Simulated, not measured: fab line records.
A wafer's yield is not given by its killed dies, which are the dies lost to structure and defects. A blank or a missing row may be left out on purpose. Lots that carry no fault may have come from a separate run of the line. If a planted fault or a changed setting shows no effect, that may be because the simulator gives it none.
fab line records -- flow berkeley-cmos170 -- part 1 of 2: steps 1 to 24 of 34
record lots=5, wafers=15, last-day=13
route steps=331 shown V1@254 M2@271
lots with no fault: from the same line, run without faults
start-h: hours from the record's first day to the start of the lot's first wafer shown -- wait-h: how many hours have passed since the lot's step before this one -- " as in the row above -- L1.1+2: a row that stands for several wafers -- - either no value or no given start -- * or withheld: withheld -- < > ~ a bound
route shown NAME@n: names a module that has steps shown in the file, with the first one's number in the route -- usual: mean/standard deviation of fault-free wafers -- same: alike in all rows -- chamber/n: place in a boat -- sites: per-site readings -- _std_site: the values' standard deviation -- _edge_site: mean of outer sites minus mean of inner sites -- radius-mm: for every site, how far away it sits from the centre of the wafer -- mask NAME#n: copy n -- behind: the last tool/chamber to shape the wafer -- hold: why the lot went on hold/how many hours it stayed there/how the hold came to an end -- device: whichever transistor did not switch (one of n, p or np) -- end of line: the route-end tests of the same wafers -- a step with no rows: only its recipe -- killed: the dies lost at the first sort to structure and to defects; this is not the yield of the wafer -- map: shows each die of a wafer: x if killed, . if not, _ if none is there
set.NAME: setting as actually run; set.NAME@STEP: the setting as run at that earlier step -- model.NAME: the simulator's own value behind a step, which no gauge read
lots at selected steps of the route; one table per step, one row per wafer
services: the hour from which a tool's chamber was out of use, counted from the record's first day as start-h (under 0 if before that day), plus the number of hours and why
## steps
# step UCB170_V1_CVD_00
# recipe material=SiO2, target-thk-nm=2000, temp-c=390, precursor=TEOS/O2, time-s=250, rf-w=550, pressure-mtorr=9000
# usual heater-power-w=237/45, susceptor-temp-C=389.99/0.21
lot.wafer,tool,chamber,start-h,wait-h,heater-power-w,susceptor-temp-C
L079.1,pecvd-04,2,203.75,0.0,245,390.16
L079.2,pecvd-04,0,203.75,0.0,213,390.10
L079.3,pecvd-04,1,203.75,0.0,219,389.93
L080.1,pecvd-02,2,221.68,0.0,276,389.60
L080.3,pecvd-02,1,221.68,0.0,223,390.14
L080.6,pecvd-02,2,221.68,0.0,335,389.47
L085.1,pecvd-01,0,235.41,0.0,327,389.97
L085.4,pecvd-01,1,235.41,0.0,212,390.08
L085.5,pecvd-01,0,235.41,0.0,245,390.12
L096.2,pecvd-04,2,285.67,0.0,227,390.54
L096.4,pecvd-04,2,285.67,0.0,168,390.09
L096.6,pecvd-04,1,285.67,0.0,281,390.13
L094.2,pecvd-02,0,287.00,0.0,276,389.62
L094.3,pecvd-02,2,287.00,0.0,347,390.05
L094.6,pecvd-02,2,287.00,0.0,243,390.04
# step UCB170_V1_THK_MEAS_01
# recipe reads=SiO2_of_V1_CVD_00
# usual V1_TEOS_THK=2010/24
lot.wafer,tool,chamber,start-h,wait-h,V1_TEOS_THK[nm]
L079.1,film-metro-01,-,203.90,0.1,2020
L079.2,film-metro-01,-,203.90,0.1,2008
L079.3,film-metro-01,-,203.90,0.1,1987
L080.1,film-metro-04,-,221.84,0.1,2006
L080.3,film-metro-04,-,221.84,0.1,2007
L080.6,film-metro-04,-,221.84,0.1,2034
L085.1,film-metro-04,-,235.56,0.1,2010
L085.4,film-metro-04,-,235.56,0.1,2029
L085.5,film-metro-04,-,235.56,0.1,2010
L096.2,film-metro-03,-,285.83,0.1,1989
L096.4,film-metro-03,-,285.83,0.1,2024
L096.6,film-metro-03,-,285.83,0.1,2027
L094.2,film-metro-04,-,287.16,0.1,2001
L094.3,film-metro-04,-,287.16,0.1,2024
L094.6,film-metro-04,-,287.16,0.1,2003
# step UCB170_V1_CMP_02
# recipe material=SiO2, down-force-psi=6, platen-rpm=60, pad-velocity-m-s=0.75398
# usual motor-current-A=16.5/1.2
lot.wafer,tool,chamber,start-h,wait-h,motor-current-A
L079.3,cmp-01,1,203.96,0.0,17.6
L079.1,cmp-01,3,203.96,0.0,17.3
L079.2,cmp-01,0,203.96,0.0,13.6
L080.1,cmp-02,3,222.11,0.3,16.5
L080.3,cmp-02,0,222.11,0.3,17.5
L080.6,cmp-02,3,222.11,0.3,15.8
L085.1,cmp-01,1,235.62,0.1,17.3
L085.4,cmp-01,3,235.62,0.1,18.2
L085.5,cmp-01,1,235.62,0.1,17.6
L096.2,cmp-02,0,285.93,0.1,16.8
L096.4,cmp-02,1,285.93,0.1,15.6
L096.6,cmp-02,0,285.93,0.1,17.2
L094.3,cmp-02,3,287.21,0.0,16.2
L094.2,cmp-02,0,287.21,0.0,16.2
L094.6,cmp-02,0,287.21,0.0,16.4
# step UCB170_V1_BOW_MEAS_03
# recipe mode=bow
# usual V1_BOW=19/7.7
lot.wafer,tool,chamber,start-h,wait-h,V1_BOW[um]
L079.1,film-metro-01,-,204.26,0.1,29
L079.2,film-metro-01,-,204.26,0.1,13
L079.3,film-metro-01,-,204.26,0.1,17
L080.1,film-metro-04,-,222.36,0.2,26
L080.3,film-metro-04,-,222.36,0.2,7
L080.6,film-metro-04,-,222.36,0.2,12
L085.1,film-metro-04,-,235.92,0.2,23
L085.4,film-metro-04,-,235.92,0.2,22
L085.5,film-metro-04,-,235.92,0.2,13
L096.2,film-metro-03,-,286.20,0.2,29
L096.4,film-metro-03,-,286.20,0.2,21
L096.6,film-metro-03,-,286.20,0.2,21
L094.2,film-metro-04,-,287.53,0.2,25
L094.3,film-metro-04,-,287.53,0.2,13
L094.6,film-metro-04,-,287.53,0.2,22
# step UCB170_V1_THK_MEAS_04
# recipe reads=SiO2_of_V1_CVD_00
# usual V1_POLISHED_THK=1000.4/1.1
lot.wafer,tool,chamber,start-h,wait-h,V1_POLISHED_THK[nm]
L079.1,film-metro-01,-,204.38,0.1,1000.4
L079.2,film-metro-01,-,204.38,0.1,999.3
L079.3,film-metro-01,-,204.38,0.1,1001.1
L080.1,film-metro-04,-,222.48,0.1,1000.3
L080.3,film-metro-04,-,222.48,0.1,998.7
L080.6,film-metro-04,-,222.48,0.1,998.8
L085.1,film-metro-04,-,236.04,0.1,1001.2
L085.4,film-metro-04,-,236.04,0.1,999.6
L085.5,film-metro-04,-,236.04,0.1,1002.3
L096.2,film-metro-03,-,286.31,0.1,1000.5
L096.4,film-metro-03,-,286.31,0.1,999.5
L096.6,film-metro-03,-,286.31,0.1,999.2
L094.2,film-metro-04,-,287.64,0.1,999.8
L094.3,film-metro-04,-,287.64,0.1,1000.7
L094.6,film-metro-04,-,287.64,0.1,999.9
# step UCB170_V1_CLEAN_05
# recipe chemistry=DIW
lot.wafer,tool,chamber,start-h,wait-h
L079.1+2+3,wet-bench-03,1,205.37,1.0
L080.1+3+6,wet-bench-01,1,225.93,3.4
L085.1+4+5,wet-bench-03,1,237.93,1.9
L096.2+4+6,wet-bench-03,0,287.33,1.0
L094.2+3+6,wet-bench-01,3,288.11,0.5
# step UCB170_V1_HMDS_06
# recipe prime-time-s=60, prime-temp-c=100
# usual exhaust-pa=44.8/0.74, prime-temp-c=100.02/0.13
lot.wafer,tool,chamber,start-h,wait-h,exhaust-pa,prime-temp-c
L079.1,litho-track-03,0,206.30,0.8,44.7,100.06
L079.2,litho-track-03,0,206.30,0.8,44.0,100.08
L079.3,litho-track-03,0,206.30,0.8,45.5,100.05
L080.1,litho-track-01,0,226.25,0.1,45.3,99.85
L080.3,litho-track-01,0,226.25,0.1,45.6,99.97
L080.6,litho-track-01,0,226.25,0.1,45.1,99.92
L085.1,litho-track-03,0,238.40,0.3,44.4,99.83
L085.4,litho-track-03,0,238.40,0.3,45.1,99.95
L085.5,litho-track-03,0,238.40,0.3,45.6,100.00
L096.2,litho-track-03,0,287.63,0.1,45.4,100.16
L096.4,litho-track-03,0,287.63,0.1,44.2,99.96
L096.6,litho-track-03,0,287.63,0.1,45.1,99.94
L094.2,litho-track-01,0,288.84,0.6,45.0,100.20
L094.3,litho-track-01,0,288.84,0.6,44.5,100.19
L094.6,litho-track-01,0,288.84,0.6,45.9,100.09
# step UCB170_V1_COAT_07
# recipe resist=KrF, spin-rpm=1500, resist-thk-nm=900
# usual dispense-pressure-kPa=51.2/2.8, exhaust-pa=44.9/0.8
lot.wafer,tool,chamber,start-h,wait-h,dispense-pressure-kPa,exhaust-pa
L079.1,litho-track-03,0,206.45,0.1,49.7,44.9
L079.2,litho-track-03,0,206.45,0.1,49.7,44.8
L079.3,litho-track-03,0,206.45,0.1,49.7,44.7
L080.1,litho-track-01,0,226.40,0.1,54.8,44.9
L080.3,litho-track-01,0,226.40,0.1,54.7,45.1
L080.6,litho-track-01,0,226.40,0.1,54.7,44.9
L085.1,litho-track-03,0,238.55,0.1,49.7,44.6
L085.4,litho-track-03,0,238.55,0.1,49.7,45.6
L085.5,litho-track-03,0,238.55,0.1,49.7,46.1
L096.2,litho-track-03,0,287.78,0.1,49.7,46.6
L096.4,litho-track-03,0,287.78,0.1,49.7,45.1
L096.6,litho-track-03,0,287.78,0.1,49.7,45.0
L094.2,litho-track-01,0,288.99,0.1,54.7,45.7
L094.3,litho-track-01,0,288.99,0.1,54.7,46.1
L094.6,litho-track-01,0,288.99,0.1,54.7,45.9
# step UCB170_V1_SOFTBAKE_08
# recipe resist=KrF, temp-c=130, time-s=60
# usual exhaust-pa=45.0/0.9
lot.wafer,tool,chamber,start-h,wait-h,exhaust-pa
L079.1,litho-track-03,0,206.60,0.1,44.8
L079.2,litho-track-03,0,206.60,0.1,44.7
L079.3,litho-track-03,0,206.60,0.1,44.2
L080.1,litho-track-01,0,226.55,0.1,44.9
L080.3,litho-track-01,0,226.55,0.1,46.0
L080.6,litho-track-01,0,226.55,0.1,46.7
L085.1,litho-track-03,0,238.70,0.1,45.3
L085.4,litho-track-03,0,238.70,0.1,43.9
L085.5,litho-track-03,0,238.70,0.1,43.8
L096.2,litho-track-03,0,287.93,0.1,46.6
L096.4,litho-track-03,0,287.93,0.1,46.2
L096.6,litho-track-03,0,287.93,0.1,44.8
L094.2,litho-track-01,0,289.14,0.1,45.2
L094.3,litho-track-01,0,289.14,0.1,44.7
L094.6,litho-track-01,0,289.14,0.1,42.5
# step UCB170_V1_EXPOSE_09
# recipe mask-id=VIA1, target-cd-nm=700, na=0.5, sigma-outer=0.6, source-shape=conventional, dose-mj=37
# usual exposure-dose-mJ-cm2=37.01/0.038, reticle-temp-C=22.98/0.1, stage-vel-mm-s=499.98/0.26
lot.wafer,tool,chamber,start-h,wait-h,mask,exposure-dose-mJ-cm2,reticle-temp-C,stage-vel-mm-s
L079.1,krf-scanner-02,0,-,-,VIA1#0,36.99,22.99,500.38
L079.2,krf-scanner-02,0,-,-,VIA1#0,36.95,22.89,499.77
L079.3,krf-scanner-02,0,-,-,VIA1#0,37.04,22.84,500.02
L080.1,krf-scanner-02,0,226.92,0.3,VIA1#0,36.99,22.99,499.96
L080.3,krf-scanner-02,0,226.92,0.3,VIA1#0,37.02,23.05,499.67
L080.6,krf-scanner-02,0,226.92,0.3,VIA1#0,37.00,22.94,500.23
L085.1,krf-scanner-02,0,238.85,0.1,VIA1#0,36.99,23.18,500.24
L085.4,krf-scanner-02,0,238.85,0.1,VIA1#0,37.02,22.95,500.30
L085.5,krf-scanner-02,0,238.85,0.1,VIA1#0,37.00,23.04,499.57
L096.2,krf-scanner-02,0,288.23,0.3,VIA1#0,37.03,23.11,499.40
L096.4,krf-scanner-02,0,288.23,0.3,VIA1#0,37.06,23.11,499.96
L096.6,krf-scanner-02,0,288.23,0.3,VIA1#0,37.01,23.15,499.71
L094.2,krf-scanner-01,0,289.41,0.2,VIA1#0,36.96,23.15,500.09
L094.3,krf-scanner-01,0,289.41,0.2,VIA1#0,37.02,23.17,499.86
L094.6,krf-scanner-01,0,289.41,0.2,VIA1#0,37.00,23.01,500.01
# step UCB170_V1_PEB_10
# recipe peb-temp-c=130, peb-time-s=withheld, resist=KrF
# usual exhaust-pa=45.0/0.81
lot.wafer,tool,chamber,start-h,wait-h,exhaust-pa
L079.1,litho-track-01,0,-,-,45.2
L079.2,litho-track-01,0,-,-,45.9
L079.3,litho-track-01,0,-,-,46.4
L080.1,litho-track-01,0,227.15,0.2,44.2
L080.3,litho-track-01,0,227.15,0.2,44.5
L080.6,litho-track-01,0,227.15,0.2,44.1
L085.1,litho-track-03,0,239.75,0.9,44.5
L085.4,litho-track-03,0,239.75,0.9,44.2
L085.5,litho-track-03,0,239.75,0.9,45.4
L096.2,litho-track-03,0,289.08,0.8,45.1
L096.4,litho-track-03,0,289.08,0.8,44.2
L096.6,litho-track-03,0,289.08,0.8,45.1
L094.2,litho-track-02,0,289.71,0.3,45.6
L094.3,litho-track-02,0,289.71,0.3,46.0
L094.6,litho-track-02,0,289.71,0.3,46.0
# step UCB170_V1_DEVELOP_11
# recipe developer=TMAH, develop-time-s=45, resist=KrF, dev-temp-c=21
# usual developer-temp-C=21.00/0.1, exhaust-pa=45.0/0.9
lot.wafer,tool,chamber,start-h,wait-h,developer-temp-C,exhaust-pa
L079.1,litho-track-01,0,-,-,20.92,45.5
L079.2,litho-track-01,0,-,-,20.91,45.4
L079.3,litho-track-01,0,-,-,20.75,45.8
L080.1,litho-track-01,0,-,-,21.03,45.4
L080.3,litho-track-01,0,-,-,21.21,44.6
L080.6,litho-track-01,0,-,-,20.92,43.2
L085.1,litho-track-03,0,-,-,21.10,45.9
L085.4,litho-track-03,0,-,-,21.11,46.2
L085.5,litho-track-03,0,-,-,21.09,46.4
L096.2,litho-track-03,0,-,-,21.16,45.0
L096.4,litho-track-03,0,-,-,21.13,45.3
L096.6,litho-track-03,0,-,-,21.06,45.6
L094.2,litho-track-02,0,-,-,21.08,44.2
L094.3,litho-track-02,0,-,-,21.18,45.7
L094.6,litho-track-02,0,-,-,21.06,44.4
# step UCB170_V1_CD_MEAS_12
# recipe target-cd-nm=700
# usual cd-nm=700.2/1.1
lot.wafer,tool,chamber,start-h,wait-h,cd-nm
L079.1,cd-sem-02,-,208.48,-,700.2
L079.2,cd-sem-02,-,208.48,-,697.9
L079.3,cd-sem-02,-,208.48,-,700.1
L080.1,cd-sem-02,-,227.43,-,699.0
L080.3,cd-sem-02,-,227.43,-,700.2
L080.6,cd-sem-02,-,227.43,-,698.8
L085.1,cd-sem-02,-,240.02,-,699.6
L085.4,cd-sem-02,-,240.02,-,698.6
L085.5,cd-sem-02,-,240.02,-,698.8
L096.2,cd-sem-01,-,289.35,-,700.4
L096.4,cd-sem-01,-,289.35,-,700.7
L096.6,cd-sem-01,-,289.35,-,700.2
L094.2,cd-sem-01,-,290.16,-,700.3
L094.3,cd-sem-01,-,290.16,-,699.2
L094.6,cd-sem-01,-,290.16,-,701.4
# step UCB170_V1_OVL_MEAS_13
# usual V1_OVL=0/5.4
lot.wafer,tool,chamber,start-h,wait-h,V1_OVL[nm]
L079.1,overlay-02,-,208.60,0.1,9
L079.2,overlay-02,-,208.60,0.1,10
L079.3,overlay-02,-,208.60,0.1,0
L080.1,overlay-01,-,227.55,0.1,8
L080.3,overlay-01,-,227.55,0.1,2
L080.6,overlay-01,-,227.55,0.1,2
L085.1,overlay-01,-,240.14,0.1,-3
L085.4,overlay-01,-,240.14,0.1,-3
L085.5,overlay-01,-,240.14,0.1,-1
L096.2,overlay-02,-,289.46,0.1,3
L096.4,overlay-02,-,289.46,0.1,-4
L096.6,overlay-02,-,289.46,0.1,-4
L094.2,overlay-01,-,290.27,0.1,3
L094.3,overlay-01,-,290.27,0.1,-6
L094.6,overlay-01,-,290.27,0.1,3
# step UCB170_V1_ETCH_14
# recipe chemistry=CHF3/CF4/Ar, target=SiO2, stop-on=Al, CHF3_flow_sccm=45, cf4-flow-sccm=15, Ar_flow_sccm=150, pressure-mtorr=200, rf-w=700, target-depth-a=12500, over-etch-frac=0.25, time-s=291
# usual drypump-motor-current-A=5.6/0.39, oes-product-au=0.873/0.012, throttle-valve-pct=6.91/0.088
lot.wafer,tool,chamber,start-h,wait-h,drypump-motor-current-A,oes-product-au,rf-hours-counter-h,throttle-valve-pct
L079.1,rie-diel-04,2,208.63,0.0,5.4,0.865,103,6.98
L079.2,rie-diel-04,0,208.63,0.0,5.4,0.877,57,7.03
L079.3,rie-diel-04,3,208.63,0.0,5.7,0.895,23,6.77
L080.1,rie-diel-01,1,227.58,0.0,4.9,0.871,7,6.91
L080.3,rie-diel-01,0,227.58,0.0,5.1,0.881,114,6.86
L080.6,rie-diel-01,2,227.58,0.0,5.3,0.864,-,6.89
L085.1,rie-diel-02,2,240.18,0.0,6.7,0.870,132,6.72
L085.4,rie-diel-02,3,240.18,0.0,5.7,0.861,9,7.00
L085.5,rie-diel-02,2,240.18,0.0,6.8,0.876,-,6.70
L096.2,rie-diel-02,1,289.49,0.0,5.5,0.872,14,6.99
L096.4,rie-diel-02,1,289.49,0.0,5.5,0.872,-,6.97
L096.6,rie-diel-02,0,289.49,0.0,5.7,0.873,-,6.83
L094.2,rie-diel-04,0,290.30,0.0,5.4,0.882,62,7.04
L094.3,rie-diel-04,3,290.30,0.0,5.7,0.905,27,6.77
L094.6,rie-diel-04,3,290.30,0.0,5.8,0.907,-,6.78
# step UCB170_V1_STRIP_15
# recipe chemistry=O2, power-w=400, pressure-mtorr=3500, platen-temp-c=withheld, o2-flow-sccm=400, overash-fraction=0.5
# usual drypump-motor-current-A=5.6/0.48, oes-product-au=0.722/0.0042, strip-time-to-endpoint-s=15.31/0.11
# same overash-fraction=0.5
lot.wafer,tool,chamber,start-h,wait-h,drypump-motor-current-A,oes-product-au,rf-hours-counter-h,strip-time-to-endpoint-s
L079.1,plasma-asher-04,1,208.81,0.1,5.8,0.724,9,15.14
L079.2,plasma-asher-04,0,208.81,0.1,5.2,0.727,9,15.19
L079.3,plasma-asher-04,1,208.81,0.1,5.8,0.721,-,15.28
L080.1,plasma-asher-04,1,227.76,0.1,5.8,0.730,12,15.34
L080.3,plasma-asher-04,0,227.76,0.1,5.1,0.722,-,15.28
L080.6,plasma-asher-04,0,227.76,0.1,5.2,0.717,-,15.47
L085.1,plasma-asher-04,1,240.36,0.1,5.8,0.721,14,15.20
L085.4,plasma-asher-04,1,240.36,0.1,5.8,0.720,-,15.17
L085.5,plasma-asher-04,1,240.36,0.1,5.8,0.721,-,15.37
L096.2,plasma-asher-02,0,289.67,0.1,4.9,0.719,52,15.30
L096.4,plasma-asher-02,1,289.67,0.1,5.7,0.722,-,15.23
L096.6,plasma-asher-02,1,289.67,0.1,5.7,0.726,-,15.38
L094.2,plasma-asher-01,1,290.48,0.1,6.2,0.717,59,15.13
L094.3,plasma-asher-01,0,290.48,0.1,6.2,0.723,-,15.36
L094.6,plasma-asher-01,1,290.48,0.1,6.2,0.724,-,15.30
# step UCB170_V1_CD_MEAS_90
# recipe target-cd-nm=700
# usual cd-nm=700.1/1.2
lot.wafer,tool,chamber,start-h,wait-h,cd-nm
L079.1,cd-sem-01,-,208.91,0.1,700.1
L079.2,cd-sem-01,-,208.91,0.1,698.0
L079.3,cd-sem-01,-,208.91,0.1,699.4
L080.1,cd-sem-02,-,227.86,0.1,699.4
L080.3,cd-sem-02,-,227.86,0.1,700.6
L080.6,cd-sem-02,-,227.86,0.1,699.7
L085.1,cd-sem-02,-,240.46,0.1,698.8
L085.4,cd-sem-02,-,240.46,0.1,698.3
L085.5,cd-sem-02,-,240.46,0.1,698.2
L096.2,cd-sem-01,-,290.04,0.3,700.0
L096.4,cd-sem-01,-,290.04,0.3,700.4
L096.6,cd-sem-01,-,290.04,0.3,700.3
L094.2,cd-sem-01,-,290.76,0.3,700.8
L094.3,cd-sem-01,-,290.76,0.3,699.9
L094.6,cd-sem-01,-,290.76,0.3,702.2
# step UCB170_M2_PRE_CLEAN_00
# recipe gas=Ar, preclean-etch-time-s=60
lot.wafer,tool,chamber,start-h,wait-h
L079.1+2+3,pvd-sputter-02,-,209.03,0.1
L080.1+3+6,pvd-sputter-02,-,227.98,0.1
L085.1+4+5,pvd-sputter-04,-,240.58,0.1
L096.2+4+6,pvd-sputter-04,-,290.14,0.1
L094.2+3+6,pvd-sputter-01,-,290.86,0.1
# step UCB170_M2_SPUTTER_01
# recipe material=Al, target-thk-nm=900, time-s=120, power-w=6000, chamber-pressure-pa=0.5
# usual cathode-dc-power-W=6000.1/1.1, throttle-valve-pct=29.6/0.8
lot.wafer,tool,chamber,start-h,wait-h,cathode-dc-power-W,throttle-valve-pct
L079.1,pvd-sputter-02,-,209.10,0.0,5999.1,30.7
L079.2,pvd-sputter-02,-,209.10,0.0,5999.8,29.5
L079.3,pvd-sputter-02,-,209.10,0.0,6000.3,29.3
L080.1,pvd-sputter-02,-,228.05,0.0,5999.0,29.3
L080.3,pvd-sputter-02,-,228.05,0.0,5999.3,28.4
L080.6,pvd-sputter-02,-,228.05,0.0,5998.9,28.9
L085.1,pvd-sputter-04,-,240.64,0.0,5998.3,29.9
L085.4,pvd-sputter-04,-,240.64,0.0,6000.2,30.7
L085.5,pvd-sputter-04,-,240.64,0.0,6000.7,29.6
L096.2,pvd-sputter-04,-,290.21,0.0,5997.5,30.1
L096.4,pvd-sputter-04,-,290.21,0.0,6000.1,28.7
L096.6,pvd-sputter-04,-,290.21,0.0,6000.7,29.7
L094.2,pvd-sputter-01,-,290.93,0.0,5998.5,30.3
L094.3,pvd-sputter-01,-,290.93,0.0,6000.3,30.7
L094.6,pvd-sputter-01,-,290.93,0.0,6000.3,30.3
# step UCB170_M2_RS_MEAS_02
# recipe thk-meas-gauge=four-point-probe, reads=Al_of_M2_SPUTTER_01
# usual M2_AL_RS=0.0323/0.00034
lot.wafer,tool,chamber,start-h,wait-h,M2_AL_RS[ohm/sq]
L079.1,film-metro-01,-,209.18,0.0,0.0316
L079.2,film-metro-01,-,209.18,0.0,0.0318
L079.3,film-metro-01,-,209.18,0.0,0.0316
L080.1,film-metro-02,-,228.13,0.0,0.0326
L080.3,film-metro-02,-,228.13,0.0,0.0321
L080.6,film-metro-02,-,228.13,0.0,0.0319
L085.1,film-metro-01,-,240.73,0.0,0.0325
L085.4,film-metro-01,-,240.73,0.0,0.0324
L085.5,film-metro-01,-,240.73,0.0,0.0328
L096.2,film-metro-04,-,290.31,0.1,0.0321
L096.4,film-metro-04,-,290.31,0.1,0.0322
L096.6,film-metro-04,-,290.31,0.1,0.0322
L094.2,film-metro-01,-,291.03,0.1,0.0318
L094.3,film-metro-01,-,291.03,0.1,0.0323
L094.6,film-metro-01,-,291.03,0.1,0.0323
# step UCB170_M2_THK_MEAS_03
# recipe thk-meas-gauge=xrf, reads=Al_of_M2_SPUTTER_01
# usual M2_AL_THK=892/12
lot.wafer,tool,chamber,start-h,wait-h,M2_AL_THK[nm]
L079.1,film-metro-01,-,209.30,0.1,913
L079.2,film-metro-01,-,209.30,0.1,902
L079.3,film-metro-01,-,209.30,0.1,909
L080.1,film-metro-02,-,228.25,0.1,881
L080.3,film-metro-02,-,228.25,0.1,894
L080.6,film-metro-02,-,228.25,0.1,906
L085.1,film-metro-01,-,240.85,0.1,889
L085.4,film-metro-01,-,240.85,0.1,886
L085.5,film-metro-01,-,240.85,0.1,877
L096.2,film-metro-04,-,290.42,0.1,910
L096.4,film-metro-04,-,290.42,0.1,901
L096.6,film-metro-04,-,290.42,0.1,901
L094.2,film-metro-01,-,291.14,0.1,910
L094.3,film-metro-01,-,291.14,0.1,893
L094.6,film-metro-01,-,291.14,0.1,898
# step UCB170_M2_HMDS_04
# recipe prime-time-s=60, prime-temp-c=100
# usual exhaust-pa=44.9/1, prime-temp-c=99.99/0.14
lot.wafer,tool,chamber,start-h,wait-h,exhaust-pa,prime-temp-c
L079.1,litho-track-04,0,210.37,1.1,45.2,99.96
L079.2,litho-track-04,0,210.37,1.1,45.1,100.00
L079.3,litho-track-04,0,210.37,1.1,45.0,99.72
L080.1,litho-track-02,0,228.31,0.1,44.8,99.86
L080.3,litho-track-02,0,228.31,0.1,43.9,99.99
L080.6,litho-track-02,0,228.31,0.1,44.6,99.90
L085.1,litho-track-01,0,241.41,0.6,45.5,100.11
L085.4,litho-track-01,0,241.41,0.6,45.5,100.07
L085.5,litho-track-01,0,241.41,0.6,45.8,100.13
L096.2,litho-track-04,0,290.53,0.1,42.8,99.98
L096.4,litho-track-04,0,290.53,0.1,44.0,99.93
L096.6,litho-track-04,0,290.53,0.1,44.8,100.00
L094.2,litho-track-04,0,291.43,0.3,44.8,99.92
L094.3,litho-track-04,0,291.43,0.3,44.0,100.01
L094.6,litho-track-04,0,291.43,0.3,44.9,100.06
# step UCB170_M2_COAT_05
# recipe resist=KrF, spin-rpm=1500, resist-thk-nm=900
# usual dispense-pressure-kPa=48/3.4, exhaust-pa=44.9/0.9
lot.wafer,tool,chamber,start-h,wait-h,dispense-pressure-kPa,exhaust-pa
L079.1,litho-track-04,0,210.52,0.1,46,43.6
L079.2,litho-track-04,0,210.52,0.1,46,44.0
L079.3,litho-track-04,0,210.52,0.1,46,44.4
L080.1,litho-track-02,0,228.46,0.1,48,45.5
L080.3,litho-track-02,0,228.46,0.1,48,45.8
L080.6,litho-track-02,0,228.46,0.1,48,44.4
L085.1,litho-track-01,0,241.56,0.1,55,45.4
L085.4,litho-track-01,0,241.56,0.1,55,43.8
L085.5,litho-track-01,0,241.56,0.1,55,45.6
L096.2,litho-track-04,0,290.68,0.1,46,45.6
L096.4,litho-track-04,0,290.68,0.1,46,44.7
L096.6,litho-track-04,0,290.68,0.1,46,45.2
L094.2,litho-track-04,0,291.58,0.1,46,45.8
L094.3,litho-track-04,0,291.58,0.1,46,45.4
L094.6,litho-track-04,0,291.58,0.1,46,44.7
# step UCB170_M2_SOFTBAKE_06
# recipe resist=KrF, temp-c=130, time-s=60
# usual exhaust-pa=45.0/0.97
lot.wafer,tool,chamber,start-h,wait-h,exhaust-pa
L079.1,litho-track-04,0,210.67,0.1,44.7
L079.2,litho-track-04,0,210.67,0.1,45.8
L079.3,litho-track-04,0,210.67,0.1,43.9
L080.1,litho-track-02,0,228.61,0.1,44.5
L080.3,litho-track-02,0,228.61,0.1,44.8
L080.6,litho-track-02,0,228.61,0.1,43.7
L085.1,litho-track-01,0,241.71,0.1,46.3
L085.4,litho-track-01,0,241.71,0.1,45.4
L085.5,litho-track-01,0,241.71,0.1,45.8
L096.2,litho-track-04,0,290.83,0.1,44.6
L096.4,litho-track-04,0,290.83,0.1,44.2
L096.6,litho-track-04,0,290.83,0.1,44.8
L094.2,litho-track-04,0,291.73,0.1,44.9
L094.3,litho-track-04,0,291.73,0.1,45.4
L094.6,litho-track-04,0,291.73,0.1,43.5
